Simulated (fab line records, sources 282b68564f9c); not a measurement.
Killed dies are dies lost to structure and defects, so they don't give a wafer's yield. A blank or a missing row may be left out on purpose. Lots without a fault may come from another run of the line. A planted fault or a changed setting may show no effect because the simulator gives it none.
fab line records | flow rit_cmos
record lots=14 wafers=42 last_day=8
route steps=202 shown ACTIVE@1 REOX@101 SDANNEAL@156 CONTACT@169 M1@202
lots that met no fault: from a run of the same line without faults
start_h: hours from the record's first day to the start of the lot's first wafer shown | wait_h: hours since the lot's step before | " the same as in the row above | L1.1+2: a row that stands for several wafers | - no value, or no start given | * or withheld: withheld | < > ~ a bound
route shown NAME@n: a module of which the file shows steps, and the number in the route of the first | usual: mean/standard deviation of fault-free wafers | same: alike in all rows | chamber/n: place in a boat | sites: the reading at each site | _std_site: their standard deviation | _edge_site: outer sites' mean less inner sites' | radius_mm: how far each site lies from the wafer's centre | mask NAME#n: copy n | behind: the tool/chamber that last shaped the wafer | hold: why the lot was held/for how many hours/how that ended | device: the transistor (n, p or np) that didn't switch | end of line: the same wafers' tests at the end of the route | a step without rows: its recipe alone | killed: dies lost to structure and defects at the first sort, not the wafer's yield | map: a wafer's dies, x killed, . not, _ none there
set.NAME: the setting as run; set.NAME@STEP: as run at that earlier step | model.NAME: the simulator's own value behind a step, which no gauge read
steps of the route over a sample of lots; a table a step, a row a wafer
services: from which hour (start_h, from the record's first day; less than 0 if before it) a tool's chamber was out of use, for how many hours, and why
## steps
# step RIT_ACTIVE_BOW_MEAS_00
# recipe mode=bow
# usual INCOMING_BOW=0/6.1
# columns lot.wafer tool chamber start_h wait_h INCOMING_BOW[um]
L474.2 film_metro-03 - 10.02 - 6
L474.4 " - " " -2
L474.6 " - " " -8
L475.2 film_metro-01 - 15.02 - -5
L475.4 " - " " 3
L475.5 " - " " 4
L476.3 film_metro-03 - 20.04 - -1
L476.4 " - " " 0
L476.5 " - " " -11
L478.4 film_metro-03 - 30.06 - 10
L478.5 " - " " -5
L478.6 " - " " -2
L479.3 film_metro-03 - 35.04 - -1
L479.4 " - " " 8
L479.5 " - " " 5
L480.3 film_metro-04 - 40.04 - 2
L480.4 " - " " 6
L480.6 " - " " -4
L481.1 film_metro-03 - 45.00 - 5
L481.4 " - " " -6
L481.5 " - " " -21
L482.3 film_metro-03 - 50.04 - 8
L482.4 " - " " 2
L482.5 " - " " -9
L484.4 film_metro-01 - 60.06 - 0
L484.5 " - " " -2
L484.6 " - " " 4
L486.2 film_metro-01 - 70.02 - 3
L486.3 " - " " 0
L486.5 " - " " -2
L488.2 film_metro-03 - 80.02 - 7
L488.3 " - " " -1
L488.4 " - " " 5
L489.2 film_metro-04 - 85.02 - -4
L489.4 " - " " -5
L489.6 " - " " 7
L496.1 film_metro-03 - 120.00 - -5
L496.2 " - " " 7
L496.3 " - " " 5
L497.3 film_metro-01 - 125.04 - -2
L497.5 " - " " 4
L497.6 " - " " -1
# step RIT_REOX_OXIDATION_03
# recipe temp_c=900 ambient=O2 target_thk_a=252 ox_time_s=5580
# usual spike_tc_source_C=925.1/2.4
# columns lot.wafer tool chamber start_h wait_h spike_tc_source_C
L474.2 furnace-03 0 48.47 0.7 922.7
L474.4 " 0 " " 922.4
L474.6 " 0 " " 925.8
L475.2 furnace-01 0 50.33 1.0 923.3
L475.4 " 0 " " 923.4
L475.5 " 0 " " 923.7
L476.3 furnace-01 0 50.33 0.4 922.5
L476.4 " 0 " " 925.2
L476.5 " 0 " " 922.2
L478.4 furnace-04 0 69.96 0.7 929.1
L478.5 " 0 " " 929.0
L478.6 " 0 " " 928.7
L479.3 furnace-03 0 72.39 1.6 923.4
L479.4 " 0 " " 924.7
L479.5 " 0 " " 924.7
L480.3 furnace-03 0 72.39 0.1 922.7
L480.4 " 0 " " 925.0
L480.6 " 0 " " 923.7
L481.1 furnace-03 0 74.94 0.7 922.9
L481.4 " 0 " " 925.9
L481.5 " 0 " " 924.2
L482.3 furnace-03 0 85.81 0.0 924.7
L482.4 " 0 " " 924.7
L482.5 " 0 " " 926.3
L484.4 furnace-03 0 90.92 0.0 924.0
L484.5 " 0 " " 925.0
L484.6 " 0 " " 923.4
L486.2 furnace-04 0 104.29 0.6 929.3
L486.3 " 0 " " 928.6
L486.5 " 0 " " 927.2
L488.2 furnace-01 0 109.24 0.0 925.2
L488.3 " 0 " " 923.9
L488.4 " 0 " " 920.6
L489.2 furnace-04 0 119.41 0.0 928.3
L489.4 " 0 " " 927.6
L489.6 " 0 " " 928.0
L496.1 furnace-03 0 166.30 4.7 923.1
L496.2 " 0 " " 922.1
L496.3 " 0 " " 923.1
L497.3 furnace-03 0 166.30 0.5 924.8
L497.5 " 0 " " 921.7
L497.6 " 0 " " 925.3
# step RIT_REOX_THK_MEAS_04
# recipe reads=SiO2_of_REOX_OXIDATION_03
# usual REOX_OXIDE_THK=24.9/0.57
# columns lot.wafer tool chamber start_h wait_h REOX_OXIDE_THK[nm]
L474.2 film_metro-03 - 51.03 0.0 24.6
L474.4 " - " " 25.2
L474.6 " - " " 24.7
L475.2 film_metro-01 - 52.89 0.0 24.9
L475.4 " - " " 25.6
L475.5 " - " " 25.1
L476.3 film_metro-03 - 52.90 0.0 25.4
L476.4 " - " " 25.6
L476.5 " - " " 25.4
L478.4 film_metro-02 - 72.54 0.0 25.1
L478.5 " - " " 25.3
L478.6 " - " " 25.2
L479.3 film_metro-03 - 74.96 0.0 25.0
L479.4 " - " " 25.3
L479.5 " - " " 25.5
L480.3 film_metro-02 - 74.96 0.0 24.4
L480.4 " - " " 24.5
L480.6 " - " " 24.7
L481.1 film_metro-01 - 77.49 0.0 24.5
L481.4 " - " " 24.8
L481.5 " - " " 24.6
L482.3 film_metro-01 - 88.38 0.0 14.5
L482.4 " - " " 14.7
L482.5 " - " " 15.2
L484.4 film_metro-02 - 93.50 0.0 13.7
L484.5 " - " " 13.7
L484.6 " - " " 13.4
L486.2 film_metro-03 - 106.85 0.0 24.7
L486.3 " - " " 25.3
L486.5 " - " " 25.1
L488.2 film_metro-03 - 111.80 0.0 25.8
L488.3 " - " " 25.5
L488.4 " - " " 26.4
L489.2 film_metro-03 - 121.97 0.0 24.9
L489.4 " - " " 24.3
L489.6 " - " " 24.4
L496.1 film_metro-02 - 168.85 0.0 24.5
L496.2 " - " " 24.5
L496.3 " - " " 24.1
L497.3 film_metro-01 - 168.87 0.0 23.9
L497.5 " - " " 23.9
L497.6 " - " " 23.9
# step RIT_SDANNEAL_RTA_03
# recipe temp_c=1050 time_s=5 idle_temp_c=600 ramp_up_c_per_s=342 ramp_down_c_per_s=171 cool_to_c=600 ambient=N2
# usual wafer_temp_C_max=1053.3/1.2
# columns lot.wafer tool chamber start_h wait_h wafer_temp_C_max
L474.2 rtp_anneal-01 0 60.55 0.0 1053.1
L474.4 " 0 " " 1053.2
L474.6 " 0 " " 1052.0
L475.2 rtp_anneal-02 0 62.11 0.0 1053.1
L475.4 " 0 " " 1053.6
L475.5 " 0 " " 1051.7
L476.3 rtp_anneal-01 0 62.52 0.0 1051.5
L476.4 " 0 " " 1057.1
L476.5 " 0 " " 1052.3
L478.4 rtp_anneal-01 0 81.17 0.0 1054.4
L478.5 " 0 " " 1052.0
L478.6 " 0 " " 1054.6
L479.3 rtp_anneal-02 0 84.13 0.0 1052.9
L479.4 " 0 " " 1052.2
L479.5 " 0 " " 1052.8
L480.3 rtp_anneal-01 0 84.30 0.0 1053.0
L480.4 " 0 " " 1053.3
L480.6 " 0 " " 1052.4
L481.1 rtp_anneal-02 0 86.60 0.0 1052.4
L481.4 " 0 " " 1053.6
L481.5 " 0 " " 1052.6
L482.3 rtp_anneal-01 0 97.46 0.0 1052.1
L482.4 " 0 " " 1051.8
L482.5 " 0 " " 1055.9
L484.4 rtp_anneal-01 0 102.84 0.0 1052.6
L484.5 " 0 " " 1052.9
L484.6 " 0 " " 1051.6
L486.2 rtp_anneal-01 0 117.02 0.0 1053.4
L486.3 " 0 " " 1056.9
L486.5 " 0 " " 1052.1
L488.2 rtp_anneal-01 0 121.43 0.0 1051.5
L488.3 " 0 " " 1055.0
L488.4 " 0 " " 1053.1
L489.2 rtp_anneal-02 0 131.42 0.0 1053.5
L489.4 " 0 " " 1052.9
L489.6 " 0 " " 1052.2
L496.1 rtp_anneal-01 0 177.93 0.0 1052.1
L496.2 " 0 " " 1052.3
L496.3 " 0 " " 1054.4
L497.3 rtp_anneal-02 0 178.74 0.0 1054.8
L497.5 " 0 " " 1053.0
L497.6 " 0 " " 1053.6
# step RIT_CONTACT_THK_MEAS_01
# recipe reads=SiO2_of_CONTACT_CVD_00
# usual CONTACT_TEOS_THK=401/5.8
# columns lot.wafer tool chamber start_h wait_h CONTACT_TEOS_THK[nm]
L474.2 film_metro-02 - 61.66 0.0 404
L474.4 " - " " 408
L474.6 " - " " 400
L475.2 film_metro-01 - 63.22 0.0 399
L475.4 " - " " 402
L475.5 " - " " 398
L476.3 film_metro-03 - 63.63 0.0 393
L476.4 " - " " 397
L476.5 " - " " 393
L478.4 film_metro-01 - 82.28 0.0 402
L478.5 " - " " 401
L478.6 " - " " 401
L479.3 film_metro-02 - 85.24 0.0 395
L479.4 " - " " 404
L479.5 " - " " 406
L480.3 film_metro-03 - 85.41 0.0 396
L480.4 " - " " 399
L480.6 " - " " 407
L481.1 film_metro-01 - 87.70 0.0 393
L481.4 " - " " 402
L481.5 " - " " 401
L482.3 film_metro-02 - 98.56 0.0 400
L482.4 " - " " 409
L482.5 " - " " 408
L484.4 film_metro-01 - 103.95 0.0 400
L484.5 " - " " 408
L484.6 " - " " 405
L486.2 film_metro-03 - 118.14 0.0 397
L486.3 " - " " 400
L486.5 " - " " 400
L488.2 film_metro-01 - 122.69 0.0 404
L488.3 " - " " 401
L488.4 " - " " 404
L489.2 film_metro-03 - 132.53 0.0 408
L489.4 " - " " 411
L489.6 " - " " 414
L496.1 film_metro-02 - 179.04 0.0 393
L496.2 " - " " 393
L496.3 " - " " 400
L497.3 film_metro-01 - 179.85 0.0 394
L497.5 " - " " 400
L497.6 " - " " 398
# step RIT_M1_PROBE_99
# usual killed_at_M0_to_M3=0.0/0.2 killed_at_contacts=0.1/0.31 killed_at_front_end=7/3 killed_dies=7/3 killed_open=3.8/2.1 killed_short=3.6/1.9
# same gross_dies=264 killed_at_M4_up=0 killed_at_back_side=0 killed_at_other=0
# columns lot.wafer tool chamber start_h wait_h killed_at_M0_to_M3 killed_at_contacts killed_at_front_end killed_dies killed_open killed_short
L474.2 prober-01 - 67.91 0.1 0 0 4 4 1 3
L474.4 prober-01 - 68.01 0.2 1 0 5 6 3 3
L474.6 prober-01 - 68.11 0.2 0 0 9 9 6 3
L478.4 prober-01 - 89.37 0.2 0 0 10 10 5 5
L478.5 prober-01 - 89.42 0.2 0 0 11 11 3 6
L478.6 prober-01 - 89.47 0.2 0 0 9 9 7 2
L480.3 prober-01 - 93.44 0.2 1 0 8 9 5 4
L480.4 prober-01 - 93.49 0.2 0 0 6 6 3 3
L480.6 prober-01 - 93.59 0.2 0 0 9 9 2 7
L484.4 prober-01 - 111.95 0.2 0 0 6 6 4 2
L484.5 prober-01 - 112.00 0.2 0 0 4 4 2 2
L484.6 prober-01 - 112.05 0.2 0 0 5 5 3 2
L488.2 prober-01 - 129.27 0.1 0 0 13 13 7 6
L488.3 prober-01 - 129.32 0.2 0 0 7 7 5 2
L488.4 prober-01 - 129.37 0.2 0 0 12 12 5 7
L489.2 prober-02 - 139.06 0.1 0 1 3 4 2 2
L489.4 prober-02 - 139.16 0.2 0 0 7 7 4 3
L489.6 prober-02 - 139.26 0.2 0 1 4 5 5 0
# killed by level:class
L474.2 GATE:geometric_particle:short=2 REOX:geometric_particle:open=1 SPACER:geometric_particle:short=1
L474.4 GATE:geometric_particle:short=2 GATE:geometric_particle:open=2 SPACER:geometric_particle:open=1 M1:geometric_particle:short=1
L474.6 SILICIDE:geometric_particle:open=3 GATE:geometric_particle:open=1 GATE:geometric_particle:short=1 REOX:geometric_particle:open=1 SPACER:geometric_particle:short=1 SPACER:geometric_particle:open=1 SILICIDE:geometric_particle:short=1
L478.4 GATE:geometric_particle:open=3 GATE:geometric_particle:short=3 SPACER:geometric_particle:short=2 FOX1:geometric_particle:open=1 SPACER:geometric_particle:open=1
L478.5 FOX1:geometric_particle:open=3 GATE:geometric_particle:short=2 PRETRO:coat_microbubble_printed=2 FOX1:geometric_particle:short=1 REOX:geometric_particle:short=1 SPACER:geometric_particle:short=1 SILICIDE:geometric_particle:short=1
L478.6 GATE:geometric_particle:open=3 GATE:geometric_particle:short=2 FOX1:geometric_particle:open=1 REOX:geometric_particle:open=1 SPACER:geometric_particle:open=1 SILICIDE:geometric_particle:open=1
L480.3 GATE:geometric_particle:short=2 FOX1:geometric_particle:short=1 FOX2:geometric_particle:open=1 FOX2:geometric_particle:short=1 GATE:geometric_particle:open=1 REOX:geometric_particle:open=1 SPACER:geometric_particle:open=1 M1:geometric_particle:open=1
L480.4 SILICIDE:geometric_particle:open=2 FOX1:geometric_particle:short=1 GATE:geometric_particle:open=1 SPACER:geometric_particle:short=1 REOX:geometric_particle:short=1
L480.6 GATE:geometric_particle:short=3 REOX:geometric_particle:short=3 FOX2:geometric_particle:open=2 SPACER:geometric_particle:short=1
L484.4 SILICIDE:geometric_particle:open=3 GATE:geometric_particle:open=1 REOX:geometric_particle:short=1 SILICIDE:geometric_particle:short=1
L484.5 GATE:geometric_particle:short=2 FOX1:geometric_particle:open=1 FOX2:geometric_particle:open=1
L484.6 FOX1:geometric_particle:open=1 FOX1:geometric_particle:short=1 GATE:geometric_particle:short=1 GATE:geometric_particle:open=1 REOX:geometric_particle:open=1
L488.2 GATE:geometric_particle:short=4 REOX:geometric_particle:open=4 GATE:geometric_particle:open=2 REOX:geometric_particle:short=2 SILICIDE:geometric_particle:open=1
L488.3 GATE:geometric_particle:open=3 GATE:geometric_particle:short=2 FOX1:geometric_particle:open=1 REOX:geometric_particle:open=1
L488.4 GATE:geometric_particle:short=4 GATE:geometric_particle:open=3 FOX1:geometric_particle:short=2 REOX:geometric_particle:open=1 SPACER:geometric_particle:open=1 SPACER:geometric_particle:short=1
L489.2 FOX1:geometric_particle:short=1 GATE:geometric_particle:open=1 SILICIDE:geometric_particle:open=1 CONTACT:geometric_particle:short=1
L489.4 GATE:geometric_particle:open=2 FOX1:geometric_particle:open=1 FOX2:geometric_particle:short=1 GATE:geometric_particle:short=1 REOX:geometric_particle:short=1 SPACER:geometric_particle:open=1
L489.6 FOX2:geometric_particle:open=2 GATE:geometric_particle:open=1 SPACER:geometric_particle:open=1 CONTACT:geometric_particle:open=1
## services
# columns tool chamber start_h hours kind
furnace-03 - 29.60 13.2 repair
furnace-03 - 60.02 2.8 pm
furnace-01 - 120.58 4.3 pm
furnace-04 - 164.82 2.9 pm
furnace-03 - 170.16 3.4 pm
## key
first_sign step=RIT_REOX_THK_MEAS_04 reading=REOX_OXIDE_THK direction=down sigmas=19 usual=24.9 struck=14.2
effect none on later readings
met_at RIT_REOX_OXIDATION_03
struck_lots L482,L484
tester_left_out L482,L484
not_acting_at RIT_ACTIVE_BOW_MEAS_00,RIT_SDANNEAL_RTA_03,RIT_CONTACT_THK_MEAS_01
onset_between 74.94 85.81
fault kind=process_parameter_drift tool=furnace-03 chamber=- onset_h=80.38 steps=RIT_REOX_OXIDATION_03 channel=ox_time_s offset=* shape=step end_h=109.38 acts_in=* stated=*
# tester_left_out: of these lots the tester's yield and bins aren't shown, on N5 and GAA mostly nor the transistor test; their killed dies are dies lost to structure and defects alone, not to doping, threshold or leakage, so they don't give the yield
